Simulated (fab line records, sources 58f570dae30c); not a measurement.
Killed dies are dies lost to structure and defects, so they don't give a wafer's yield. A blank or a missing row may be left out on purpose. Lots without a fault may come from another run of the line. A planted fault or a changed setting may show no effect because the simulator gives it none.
fab line records | flow berkeley_cmos170
record lots=5 wafers=23
route steps=331 shown PVT@122 GATE@125 FIELD@126 NSD@191 SILICIDE@211 M1@238
start_h: hours from the record's first day to the start of the lot's first wafer shown | wait_h: hours since the lot's step before | " the same as in the row above | L1.1+2: a row that stands for several wafers | - no value, or no start given | * or withheld: withheld | < > ~ a bound
route shown NAME@n: a module of which the file shows steps, and the number in the route of the first | usual: mean/standard deviation of fault-free wafers | same: alike in all rows | chamber/n: place in a boat | sites: the reading at each site | _std_site: their standard deviation | _edge_site: outer sites' mean less inner sites' | radius_mm: how far each site lies from the wafer's centre | mask NAME#n: copy n | behind: the tool/chamber that last shaped the wafer | hold: why the lot was held/for how many hours/how that ended | device: the transistor (n, p or np) that didn't switch | end of line: the same wafers' tests at the end of the route | a step without rows: its recipe alone | killed: dies lost to structure and defects at the first sort, not the wafer's yield | map: a wafer's dies, x killed, . not, _ none there
set.NAME: the setting as run; set.NAME@STEP: as run at that earlier step | model.NAME: the simulator's own value behind a step, which no gauge read
lots whose settings were changed on purpose; a table a step, a row a wafer
## steps
# step UCB170_PVT_IMPLANT_07
# recipe species=P dose_cm2=2e+12 energy_kev=30 tilt_deg=7
# columns lot.wafer tool chamber start_h wait_h set.dose_cm2
L074.1+2+3+4+5 implanter-02 0 104.33 0.0 2e+12
L078.1+2+3 implanter-03 0 133.96 0.0 2e+12
L078.5+6 " 0 " " 2.101e+12
L079.1+5+6 implanter-02 0 134.23 0.0 2e+12
L084.1+3+4 implanter-02 0 153.19 0.0 2e+12
L084.2+6 " 0 " " 1.884e+12
L085.1+2+3+5+6 implanter-03 0 153.47 0.0 2e+12
# step UCB170_PVT_STRIP_08
# recipe chemistry=O2 power_w=400 pressure_mtorr=3500 platen_temp_c=withheld o2_flow_sccm=400 overash_fraction=0.5
# step UCB170_GATE_WET_ETCH_00
# recipe chemistry=dHF dilution=25:1 target=SiO2 temp_c=25 time_s=200
# step UCB170_FIELD_THK_MEAS_91
# recipe reads=SiO2_of_FIELD_OXIDATION_01
# usual FIELD_OXIDE_LEFT_2_THK=363/8.1
# columns lot.wafer tool chamber start_h wait_h set.ox_time_s@FIELD_OXIDATION_01 FIELD_OXIDE_LEFT_2_THK[nm]
L074.1 film_metro-02 - 104.87 0.0 6443 320
L074.2 " - " " 6443 324
L074.3 " - " " 6443 319
L074.4 " - " " 6443 323
L074.5 " - " " 6443 320
L078.1 film_metro-04 - 134.33 0.0 6808 351
L078.2 " - " " 6808 345
L078.3 " - " " 6808 344
L078.5 " - " " 6808 343
L078.6 " - " " 6808 346
L079.1 film_metro-02 - 134.61 0.0 7200 365
L079.5 " - " " 7200 364
L079.6 " - " " 7200 368
L084.1 film_metro-01 - 153.57 0.0 8079 401
L084.2 " - " " 8079 410
L084.3 " - " " 8079 403
L084.4 " - " " 8079 401
L084.6 " - " " 8079 402
L085.1 film_metro-01 - 153.84 0.0 7803 387
L085.2 " - " " 7803 389
L085.3 " - " " 7803 386
L085.5 " - " " 7803 392
L085.6 " - " " 7803 392
# step UCB170_GATE_EXPOSE_09
# recipe mask_id=POLY target_cd_nm=350 na=0.5 sigma_outer=0.6 source_shape=conventional dose_mj=21
# columns lot.wafer tool chamber start_h wait_h mask set.dose_mj
L074.1+2+3+4+5 krf_scanner-02 0 115.40 - POLY#0 21
L078.1+3+6 krf_scanner-01 0 144.69 - POLY#0 21.71
L078.2+5 " 0 " " POLY#0 21
L079.1+5+6 krf_scanner-02 0 144.93 - POLY#0 21
L084.1+4+6 krf_scanner-01 0 162.69 - POLY#0 21
L084.2+3 " 0 " " POLY#0 22.49
L085.1+5+6 krf_scanner-02 0 162.93 - POLY#0 21
L085.2+3 " 0 " " POLY#0 21.96
# step UCB170_GATE_PEB_10
# recipe peb_temp_c=130 peb_time_s=withheld resist=KrF
# step UCB170_GATE_DEVELOP_11
# recipe developer=TMAH develop_time_s=45 resist=KrF dev_temp_c=21
# step UCB170_GATE_CD_MEAS_12
# recipe target_cd_nm=350
# usual cd_nm=350.0/1.3
# columns lot.wafer tool chamber start_h wait_h set.dose_mj@GATE_EXPOSE_09 cd_nm
L074.1 cd_sem-02 - 115.87 - 21 348.8
L074.2 " - " " 21 348.2
L074.3 " - " " 21 350.3
L074.4 " - " " 21 348.6
L074.5 " - " " 21 348.6
L078.1 cd_sem-01 - 145.29 - 21.71 344.6
L078.2 " - " " 21 349.6
L078.3 " - " " 21.71 344.4
L078.5 " - " " 21 350.3
L078.6 " - " " 21.71 344.4
L079.1 cd_sem-02 - 145.57 - 21 349.1
L079.5 " - " " 21 350.6
L079.6 " - " " 21 350.1
L084.1 cd_sem-01 - 163.36 - 21 347.3
L084.2 " - " " 22.49 336.6
L084.3 " - " " 22.49 335.7
L084.4 " - " " 21 349.0
L084.6 " - " " 21 348.7
L085.1 cd_sem-02 - 163.63 - 21 350.2
L085.2 " - " " 21.96 343.0
L085.3 " - " " 21.96 341.5
L085.5 " - " " 21 349.6
L085.6 " - " " 21 350.2
# step UCB170_GATE_ETCH_14
# recipe chemistry=N2/H2 target_depth_a=withheld overetch_a=withheld target=BARC time_s=withheld source_w=500 bias_w=100 pressure_mtorr=30 n2_flow_sccm=100 h2_flow_sccm=200
# step UCB170_GATE_ETCH_15
# recipe chemistry=HBr/Cl2 target=poly-Si stop_on=SiO2 over_etch_frac=0.3 icp_w=300 bias_w=150 time_s=56.3 pressure_mtorr=15 HBr_flow_sccm=150 Cl2_flow_sccm=50 target_depth_a=2782
# columns lot.wafer tool chamber start_h wait_h set.dose_mj@GATE_EXPOSE_09 model.GATE.cd_nm
L074.1 rie_si-01 1 116.07 - 21 348.6
L074.2 " 2 " " 21 348.8
L074.3 " 0 " " 21 350
L074.4 " 0 " " 21 349.8
L074.5 " 1 " " 21 349
L078.1 rie_si-01 3 145.49 - 21.71 345.2
L078.2 " 2 " " 21 349.3
L078.3 " 1 " " 21.71 345.1
L078.5 " 3 " " 21 350.7
L078.6 " 0 " " 21.71 344.4
L079.1 rie_si-02 0 145.76 - 21 350.3
L079.5 " 1 " " 21 350.9
L079.6 " 0 " " 21 350.1
L084.1 rie_si-01 0 163.56 - 21 347.2
L084.2 " 2 " " 22.49 335.9
L084.3 " 3 " " 22.49 336.1
L084.4 " 1 " " 21 349.6
L084.6 " 0 " " 21 348.1
L085.1 rie_si-02 1 163.83 - 21 349.7
L085.2 " 2 " " 21.96 342.8
L085.3 " 3 " " 21.96 341.2
L085.5 " 1 " " 21 348.9
L085.6 " 0 " " 21 350.3
# step UCB170_GATE_STRIP_16
# recipe chemistry=O2 power_w=400 pressure_mtorr=3500 platen_temp_c=withheld o2_flow_sccm=400 overash_fraction=0.5
# step UCB170_GATE_CD_MEAS_90
# recipe target_cd_nm=350
# usual cd_nm=350.1/1.4
# columns lot.wafer tool chamber start_h wait_h set.dose_mj@GATE_EXPOSE_09 cd_nm
L074.1 cd_sem-01 - 116.22 0.1 21 348.4
L074.2 " - " " 21 348.7
L074.3 " - " " 21 349.8
L074.4 " - " " 21 349.7
L074.5 " - " " 21 349.1
L078.1 cd_sem-01 - 145.64 0.1 21.71 345.2
L078.2 " - " " 21 349.5
L078.3 " - " " 21.71 345.3
L078.5 " - " " 21 351.0
L078.6 " - " " 21.71 344.3
L079.1 cd_sem-02 - 145.96 0.1 21 350.7
L079.5 " - " " 21 351.4
L079.6 " - " " 21 350.3
L084.1 cd_sem-01 - 163.71 0.1 21 346.7
L084.2 " - " " 22.49 336.0
L084.3 " - " " 22.49 336.3
L084.4 " - " " 21 349.6
L084.6 " - " " 21 348.3
L085.1 cd_sem-02 - 163.98 0.1 21 349.5
L085.2 " - " " 21.96 343.0
L085.3 " - " " 21.96 341.3
L085.5 " - " " 21 349.2
L085.6 " - " " 21 350.1
# step UCB170_NSD_PEB_04
# recipe peb_temp_c=130 peb_time_s=withheld resist=KrF
# columns lot.wafer tool chamber start_h wait_h set.peb_temp_c
L074.1+2 litho_track-03 0 126.18 0.1 127.5
L074.3+4+5 " 0 " " 130
L078.1+3+5 litho_track-02 0 160.03 0.3 132
L078.2+6 " 0 " " 130
L079.1+5+6 litho_track-03 0 160.20 0.2 130
L084.1+3 litho_track-03 0 177.31 0.1 130
L084.2+4+6 " 0 " " 126.7
L085.1+2+5 litho_track-03 0 177.58 0.3 132.8
L085.3+6 " 0 " " 130
# step UCB170_NSD_DEVELOP_05
# recipe developer=TMAH develop_time_s=45 resist=KrF dev_temp_c=21
# step UCB170_NSD_CD_MEAS_06
# recipe target_cd_nm=1200
# usual cd_nm=1199.7/1.5
# columns lot.wafer tool chamber start_h wait_h set.peb_temp_c@NSD_PEB_04 cd_nm
L074.1 cd_sem-01 - 126.46 - 127.5 1181.6
L074.2 " - " " 127.5 1179.9
L074.3 " - " " 130 1199.9
L074.4 " - " " 130 1202.2
L074.5 " - " " 130 1200.2
L078.1 cd_sem-01 - 160.30 - 132 1213.7
L078.2 " - " " 130 1201.9
L078.3 " - " " 132 1214.7
L078.5 " - " " 132 1214.2
L078.6 " - " " 130 1200.7
L079.1 cd_sem-02 - 160.47 - 130 1198.8
L079.5 " - " " 130 1198.4
L079.6 " - " " 130 1199.2
L084.1 cd_sem-01 - 177.58 - 130 1200.3
L084.2 " - " " 126.7 1175.3
L084.3 " - " " 130 1201.9
L084.4 " - " " 126.7 1175.6
L084.6 " - " " 126.7 1173.0
L085.1 cd_sem-02 - 177.85 - 132.8 1217.9
L085.2 " - " " 132.8 1216.5
L085.3 " - " " 130 1201.0
L085.5 " - " " 132.8 1217.3
L085.6 " - " " 130 1199.0
# step UCB170_SILICIDE_SPUTTER_01
# recipe material=Ti target_thk_nm=30 time_s=25 power_w=1500 chamber_pressure_pa=0.5
# columns lot.wafer tool chamber start_h wait_h set.time_s model.Ti_of_SILICIDE_SPUTTER_01.thk_nm
L074.1 pvd_sputter-01 - 128.50 0.0 25 29.76
L074.2 " - " " 21.67 26.38
L074.3 " - " " 21.67 26.26
L074.4 " - " " 25 29.86
L074.5 " - " " 25 30.51
L078.1 pvd_sputter-02 - 166.26 0.0 25 30.47
L078.2 " - " " 25 30.27
L078.3 " - " " 21.71 26.44
L078.5 " - " " 21.71 26.57
L078.6 " - " " 25 30.75
L079.1 pvd_sputter-04 - 166.26 0.0 25 30.28
L079.5 " - " " 25 30.44
L079.6 " - " " 25 30.49
L084.1 pvd_sputter-02 - 179.62 0.0 25 30.32
L084.2 " - " " 25 30.12
L084.3 " - " " 23.94 28.91
L084.4 " - " " 23.94 28.76
L084.6 " - " " 23.94 28.94
L085.1 pvd_sputter-01 - 179.89 0.0 27.74 32.97
L085.2 " - " " 27.74 33.51
L085.3 " - " " 27.74 33.78
L085.5 " - " " 25 30.39
L085.6 " - " " 25 29.58
# step UCB170_SILICIDE_RS_MEAS_02
# recipe thk_meas_gauge=four-point-probe reads=Ti_of_SILICIDE_SPUTTER_01
# usual SILICIDE_TI_RS=26.1/0.35
# columns lot.wafer tool chamber start_h wait_h set.time_s@SILICIDE_SPUTTER_01 SILICIDE_TI_RS[ohm/sq]
L074.1 film_metro-02 - 128.54 0.0 25 26.4
L074.2 " - " " 21.67 30.4
L074.3 " - " " 21.67 30.5
L074.4 " - " " 25 26.3
L074.5 " - " " 25 25.6
L079.1 film_metro-04 - 166.29 0.0 25 25.9
L079.5 " - " " 25 25.7
L079.6 " - " " 25 25.7
L078.1 film_metro-01 - 166.38 0.1 25 25.8
L078.2 " - " " 25 26.0
L078.3 " - " " 21.71 30.4
L078.5 " - " " 21.71 30.3
L078.6 " - " " 25 25.5
L084.1 film_metro-04 - 179.65 0.0 25 25.8
L084.2 " - " " 25 26.0
L084.3 " - " " 23.94 27.3
L084.4 " - " " 23.94 27.5
L084.6 " - " " 23.94 27.3
L085.1 film_metro-04 - 179.92 0.0 27.74 23.4
L085.2 " - " " 27.74 23.0
L085.3 " - " " 27.74 22.8
L085.5 " - " " 25 25.7
L085.6 " - " " 25 26.6
# step UCB170_SILICIDE_THK_MEAS_03
# recipe thk_meas_gauge=xrf reads=Ti_of_SILICIDE_SPUTTER_01
# usual SILICIDE_TI_THK=30.1/0.43
# columns lot.wafer tool chamber start_h wait_h set.time_s@SILICIDE_SPUTTER_01 SILICIDE_TI_THK[nm]
L074.1 film_metro-02 - 128.66 0.1 25 29.8
L074.2 " - " " 21.67 26.2
L074.3 " - " " 21.67 26.3
L074.4 " - " " 25 29.7
L074.5 " - " " 25 30.4
L079.1 film_metro-04 - 166.41 0.1 25 30.5
L079.5 " - " " 25 30.9
L079.6 " - " " 25 30.7
L078.1 film_metro-01 - 166.50 0.1 25 30.6
L078.2 " - " " 25 30.4
L078.3 " - " " 21.71 26.6
L078.5 " - " " 21.71 26.7
L078.6 " - " " 25 30.8
L084.1 film_metro-04 - 179.77 0.1 25 30.4
L084.2 " - " " 25 30.3
L084.3 " - " " 23.94 29.2
L084.4 " - " " 23.94 29.0
L084.6 " - " " 23.94 29.3
L085.1 film_metro-04 - 180.04 0.1 27.74 33.2
L085.2 " - " " 27.74 33.8
L085.3 " - " " 27.74 34.0
L085.5 " - " " 25 30.7
L085.6 " - " " 25 29.8
# step UCB170_M1_SPUTTER_00
# recipe material=Al target_thk_nm=600 time_s=80 power_w=6000 chamber_pressure_pa=0.5
# columns lot.wafer tool chamber start_h wait_h set.power_w model.Al_of_M1_SPUTTER_00.thk_nm
L074.1 pvd_sputter-03 - 133.19 0.0 6000 611.6
L074.2 " - " " 6000 601.2
L074.3 " - " " 6247 628.7
L074.4 " - " " 6000 600.7
L074.5 " - " " 6247 626.2
L079.1 pvd_sputter-04 - 171.42 0.0 6000 589.3
L079.5 " - " " 6000 595.4
L079.6 " - " " 6000 590.6
L078.1 pvd_sputter-01 - 171.81 0.0 6000 610.3
L078.2 " - " " 5378 536.9
L078.3 " - " " 5378 541.5
L078.5 " - " " 6000 604.9
L078.6 " - " " 6000 594.7
L084.1 pvd_sputter-04 - 184.63 0.0 6297 621.8
L084.2 " - " " 6297 638.2
L084.3 " - " " 6297 629.3
L084.4 " - " " 6000 599.6
L084.6 " - " " 6000 600.5
L085.1 pvd_sputter-03 - 187.79 0.0 6720 671.6
L085.2 " - " " 6720 665.2
L085.3 " - " " 6000 601
L085.5 " - " " 6000 589.6
L085.6 " - " " 6000 601.5
# step UCB170_M1_RS_MEAS_01
# recipe thk_meas_gauge=four-point-probe reads=Al_of_M1_SPUTTER_00
# usual M1_AL_RS=0.0486/0.00046
# columns lot.wafer tool chamber start_h wait_h set.power_w@M1_SPUTTER_00 M1_AL_RS[ohm/sq]
L074.1 film_metro-03 - 133.25 0.0 6000 0.0475
L074.2 " - " " 6000 0.0485
L074.3 " - " " 6247 0.0462
L074.4 " - " " 6000 0.0483
L074.5 " - " " 6247 0.0466
L079.1 film_metro-02 - 171.48 0.0 6000 0.0496
L079.5 " - " " 6000 0.0490
L079.6 " - " " 6000 0.0493
L078.1 film_metro-03 - 171.87 0.0 6000 0.0476
L078.2 " - " " 5378 0.0544
L078.3 " - " " 5378 0.0539
L078.5 " - " " 6000 0.0483
L078.6 " - " " 6000 0.0490
L084.1 film_metro-02 - 184.69 0.0 6297 0.0468
L084.2 " - " " 6297 0.0456
L084.3 " - " " 6297 0.0463
L084.4 " - " " 6000 0.0487
L084.6 " - " " 6000 0.0486
L085.1 film_metro-02 - 187.85 0.0 6720 0.0434
L085.2 " - " " 6720 0.0438
L085.3 " - " " 6000 0.0486
L085.5 " - " " 6000 0.0495
L085.6 " - " " 6000 0.0485
# step UCB170_M1_THK_MEAS_02
# recipe thk_meas_gauge=xrf reads=Al_of_M1_SPUTTER_00
# usual M1_AL_THK=590/7.6
# columns lot.wafer tool chamber start_h wait_h set.power_w@M1_SPUTTER_00 M1_AL_THK[nm]
L074.1 film_metro-03 - 133.37 0.1 6000 607
L074.2 " - " " 6000 599
L074.3 " - " " 6247 624
L074.4 " - " " 6000 595
L074.5 " - " " 6247 621
L079.1 film_metro-02 - 171.60 0.1 6000 575
L079.5 " - " " 6000 581
L079.6 " - " " 6000 576
L078.1 film_metro-03 - 171.99 0.1 6000 609
L078.2 " - " " 5378 538
L078.3 " - " " 5378 541
L078.5 " - " " 6000 604
L078.6 " - " " 6000 595
L084.1 film_metro-02 - 184.81 0.1 6297 607
L084.2 " - " " 6297 623
L084.3 " - " " 6297 615
L084.4 " - " " 6000 586
L084.6 " - " " 6000 588
L085.1 film_metro-02 - 187.97 0.1 6720 651
L085.2 " - " " 6720 650
L085.3 " - " " 6000 588
L085.5 " - " " 6000 575
L085.6 " - " " 6000 588
# step UCB170_M1_COAT_03
# recipe resist=BARC temp_c=withheld time_s=withheld spin_rpm=3000 resist_thk_nm=withheld
# step UCB170_M1_COAT_04
# recipe resist=KrF spin_rpm=1500 resist_thk_nm=900
# step UCB170_M1_ETCH_11
# recipe chemistry=N2/H2 target_depth_a=withheld overetch_a=withheld target=BARC time_s=withheld source_w=500 bias_w=100 pressure_mtorr=30 n2_flow_sccm=100 h2_flow_sccm=200
# step UCB170_M1_METAL_ETCH_12
# recipe chemistry=Cl2/BCl3 target=Al stop_on=PSG pressure_mtorr=12 target_depth_a=7800 over_etch_frac=0.3 time_s=130 icp_w=600 bias_w=120 Cl2_flow_sccm=90 bcl3_flow_sccm=45
# usual oes_product_au=0.850/0.018
# columns lot.wafer tool chamber start_h wait_h set.power_w@M1_SPUTTER_00 oes_product_au model.etch.depth_nm model.M1.feature_depth_nm
L074.1 rie_metal-03 0 134.86 - 6000 0.873 611.6 650.3
L074.2 " 1 " " 6000 0.863 601.2 639.7
L074.3 " 1 " " 6247 0.893 628.7 666.9
L074.4 " 0 " " 6000 0.862 600.7 639.1
L074.5 " 1 " " 6247 0.888 626.2 664.7
L079.1 rie_metal-01 0 172.82 - 6000 0.827 589.3 627.7
L079.5 " 0 " " 6000 0.829 595.4 633.9
L079.6 " 0 " " 6000 0.830 590.6 629.1
L078.1 rie_metal-04 1 173.27 - 6000 0.867 610.3 647.9
L078.2 " 0 " " 5378 0.777 - -
L078.3 " 1 " " 5378 0.833 - -
L078.5 " 1 " " 6000 0.870 604.9 642.2
L078.6 " 0 " " 6000 0.826 594.7 633.1
L084.1 rie_metal-03 1 186.84 - 6297 0.887 - -
L084.2 " 0 " " 6297 0.888 638.2 676.6
L084.3 " 0 " " 6297 0.890 629.3 667.6
L084.4 " 1 " " 6000 0.872 599.6 637.6
L084.6 " 1 " " 6000 0.864 600.5 638.6
L085.1 rie_metal-01 0 190.24 - 6720 0.894 - -
L085.2 " 0 " " 6720 0.894 - -
L085.3 " 0 " " 6000 0.845 601 639.7
L085.5 " 0 " " 6000 0.830 589.6 628.3
L085.6 " 0 " " 6000 0.838 601.5 640.2
## key
split step=UCB170_PVT_IMPLANT_07 setting=dose_cm2 stated=2e+12 by=wafer
response none clear
split step=UCB170_GATE_EXPOSE_09 setting=dose_mj stated=21 by=wafer
response step=UCB170_GATE_CD_MEAS_12 reading=cd_nm change=-1.7 per=1% r=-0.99
response step=UCB170_GATE_ETCH_15 reading=model.GATE.cd_nm change=-1.69 per=1% r=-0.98
response step=UCB170_GATE_CD_MEAS_90 reading=cd_nm change=-1.67 per=1% r=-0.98
split step=UCB170_NSD_PEB_04 setting=peb_temp_c stated=130 by=wafer
response step=UCB170_NSD_CD_MEAS_06 reading=cd_nm change=+9.49 per=1% r=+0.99
split step=UCB170_SILICIDE_SPUTTER_01 setting=time_s stated=25 by=wafer
response step=UCB170_SILICIDE_SPUTTER_01 reading=model.Ti_of_SILICIDE_SPUTTER_01.thk_nm change=+0.298 per=1% r=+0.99
response step=UCB170_SILICIDE_RS_MEAS_02 reading=SILICIDE_TI_RS change=-0.325 per=1% r=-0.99
response step=UCB170_SILICIDE_THK_MEAS_03 reading=SILICIDE_TI_THK change=+0.294 per=1% r=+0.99
split step=UCB170_M1_SPUTTER_00 setting=power_w stated=6000 by=wafer
response step=UCB170_M1_SPUTTER_00 reading=model.Al_of_M1_SPUTTER_00.thk_nm change=+6 per=1% r=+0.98
response step=UCB170_M1_RS_MEAS_01 reading=M1_AL_RS change=-0.000486 per=1% r=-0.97
response step=UCB170_M1_THK_MEAS_02 reading=M1_AL_THK change=+5.78 per=1% r=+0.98
response step=UCB170_M1_METAL_ETCH_12 reading=oes_product_au change=+0.00473 per=1% r=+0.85
response step=UCB170_M1_METAL_ETCH_12 reading=model.etch.depth_nm change=+6.25 per=1% r=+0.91
response step=UCB170_M1_METAL_ETCH_12 reading=model.M1.feature_depth_nm change=+6.26 per=1% r=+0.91
split outside_this_file step=UCB170_FIELD_OXIDATION_01 setting=ox_time_s
# split outside_this_file: this setting was split too, and the file shows its column; the key of that split is in another file
